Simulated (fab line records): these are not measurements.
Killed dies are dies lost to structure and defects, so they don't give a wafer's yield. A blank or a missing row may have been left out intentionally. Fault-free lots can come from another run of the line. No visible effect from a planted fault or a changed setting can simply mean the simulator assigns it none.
Chamber matching :: flow rit_cmos :: 4 sister chambers for RIT_SPACER_ETCHBACK_05 on rie_diel-02
The step etches Si3N4 in SF6/CHF3, stops on SiO2, target depth 250 nm, time 240 s. 4 wafers are shown with their chamber, then 8 later ones without.

## WAFERS, EACH WITH ITS CHAMBER
wafer: L664.3
chamber: 1
throttle_valve_pct (%): 10.32

wafer: L674.3
chamber: 2
throttle_valve_pct (%): 10.27

wafer: L674.6
chamber: 3
throttle_valve_pct (%): 10.57

wafer: L679.1
chamber: 0
throttle_valve_pct (%): 10.19

## WAFERS WITHOUT THEIR CHAMBER
wafer: L679.5
throttle_valve_pct (%): 10.58

wafer: L679.6
throttle_valve_pct (%): 10.27

wafer: L681.2
throttle_valve_pct (%): 10.57

wafer: L681.4
throttle_valve_pct (%): 10.26

wafer: L681.5
throttle_valve_pct (%): 10.21

wafer: L687.2
throttle_valve_pct (%): 10.35

wafer: L687.4
throttle_valve_pct (%): 10.33

wafer: L687.6
throttle_valve_pct (%): 10.57

## EACH ONE'S CHAMBER
wafer: L679.5
from the rows above: 3
in truth: 3

wafer: L679.6
from the rows above: 2
in truth: 2

wafer: L681.2
from the rows above: 3
in truth: 3

wafer: L681.4
from the rows above: 2
in truth: 2

wafer: L681.5
from the rows above: 0
in truth: 0

wafer: L687.2
from the rows above: 1
in truth: 1

wafer: L687.4
from the rows above: 1
in truth: 1

wafer: L687.6
from the rows above: 3
in truth: 3
Correct placement for 8 of the 8. From these rows, 0 cannot be placed. Wrongly placed: 0.
How it was worked out, from the rows above alone: a wafer's distance from a chamber is the root of the sum, over the readings, of the square of ((its reading less the chamber's mean) divided by the reading's scatter). The wafer belongs to the nearest chamber; if the next one is less than 2 further off, it can't be placed. Each chamber's mean is taken over the wafers shown for it. The scatter (one wafer shown for each chamber): square how far every hidden wafer sits from the nearest shown wafer, average those squares and take the square root.
